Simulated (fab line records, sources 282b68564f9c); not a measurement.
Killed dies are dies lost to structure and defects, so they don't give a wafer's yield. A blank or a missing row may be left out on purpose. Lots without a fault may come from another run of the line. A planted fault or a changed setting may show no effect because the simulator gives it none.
Which tool did it? | flow rit_cmos | 13 lots, 39 wafers sampled, at 2 steps of a route of 202

WHAT THE GAUGES READ, wafer by wafer
RIT_GATE_CD_MEAS_16: target cd 150 nm.
lot  | measured    | on        | cd_nm (nm)
L175 | day 2 15:07 | cd_sem-02 | 151.6 152.2 151.2
L176 | day 2 22:21 | cd_sem-02 | 146.3 147.5 147.0
L177 | day 3 04:08 | cd_sem-01 | 148.0 150.2 148.6
L180 | day 3 18:14 | cd_sem-01 | 194.4 190.3 191.7
L181 | day 3 23:14 | cd_sem-01 | 148.6 148.4 145.3
L183 | day 4 12:09 | cd_sem-01 | 145.9 147.8 147.7
L188 | day 5 10:41 | cd_sem-02 | 153.7 152.7 153.7
L189 | day 5 14:38 | cd_sem-02 | 149.7 149.6 149.8
L191 | day 6 00:07 | cd_sem-02 | 151.0 151.3 152.9
L192 | day 6 05:53 | cd_sem-02 | 149.9 148.1 148.6
L195 | day 6 21:51 | cd_sem-02 | 148.6 149.8 148.9
L196 | day 6 23:08 | cd_sem-01 | 146.3 147.3 149.1
L198 | day 7 12:05 | cd_sem-01 | 148.2 147.3 147.1

WHICH TOOL RAN EACH LOT (tool, then ch and the chambers of the sampled wafers, then the start)
lot  | RIT_GATE_EXPOSE_13
L175 | iline_stepper-01 ch 0, day 2 14:43
L176 | iline_stepper-02 ch 0, day 2 21:57
L177 | iline_stepper-02 ch 0, day 3 03:42
L180 | iline_stepper-01 ch 0, day 3 17:50
L181 | iline_stepper-01 ch 0, day 3 22:50
L183 | iline_stepper-02 ch 0, day 4 11:43
L188 | iline_stepper-01 ch 0, day 5 10:17
L189 | iline_stepper-01 ch 0, day 5 14:14
L191 | iline_stepper-01 ch 0, day 5 23:43
L192 | iline_stepper-01 ch 0, day 6 05:29
L195 | iline_stepper-02 ch 0, day 6 21:27
L196 | iline_stepper-02 ch 0, day 6 22:44
L198 | iline_stepper-02 ch 0, day 7 11:41
- RIT_GATE_EXPOSE_13: exposes mask M6, target cd 150 nm.

WHAT THE TOOLS THEMSELVES READ (means of the sampled wafers that have a number; where no wafer has one, the mark that the record gives instead)
RIT_GATE_EXPOSE_13.
lot  | tool             | exposure_dose_mJ_cm2 | stage_vel_mm_s (mm/s)
L175 | iline_stepper-01 | 379.9                | 499.87
L176 | iline_stepper-02 | 380.2                | 500.17
L177 | iline_stepper-02 | 380.7                | 500.07
L180 | iline_stepper-01 | 379.5                | 499.94
L181 | iline_stepper-01 | 380.1                | 500.05
L183 | iline_stepper-02 | 379.4                | 500.24
L188 | iline_stepper-01 | 379.8                | 500.11
L189 | iline_stepper-01 | 380.2                | 500.11
L191 | iline_stepper-01 | 379.6                | 500.01
L192 | iline_stepper-01 | 380.0                | 500.14
L195 | iline_stepper-02 | 379.9                | 499.88
L196 | iline_stepper-02 | 379.8                | 499.90
L198 | iline_stepper-02 | 379.7                | 500.03

THE ANSWER, worked out from the rows above alone
Rule: what is usual is taken from the lots themselves. Put in order of their means at a reading, lots are off if they are a third of the lots or fewer, leave a main group of 4 or more, and stand apart from it by a gap of 3 or more times the standard deviation of the main group's means; of several such gaps the widest counts. A main group whose means are all the same, to the digits that the tables above print for the reading, isn't used. A lot without any number at a reading at which 4 lots or more have one is off too. The other lots that the step has rows for count as sound. The gauges are gone through in route order, then the tools' own readings, and for those a lot's mean is taken as printed above. The first step at which some lot is off is used, and at that step the reading that is off furthest; a lot without a number counts as furthest.
Off: L180, at RIT_GATE_CD_MEAS_16 (cd_nm). The main group: mean 149.2 nm, standard deviation 2.
A tool fits if, at a process step before that reading, it ran every lot that is off, and no sound lot after the first of them. The gauges at RIT_GATE_CD_MEAS_16 are tried like those tools. None of those tried fits.

WHAT THE SIMULATOR HAD PUT IN
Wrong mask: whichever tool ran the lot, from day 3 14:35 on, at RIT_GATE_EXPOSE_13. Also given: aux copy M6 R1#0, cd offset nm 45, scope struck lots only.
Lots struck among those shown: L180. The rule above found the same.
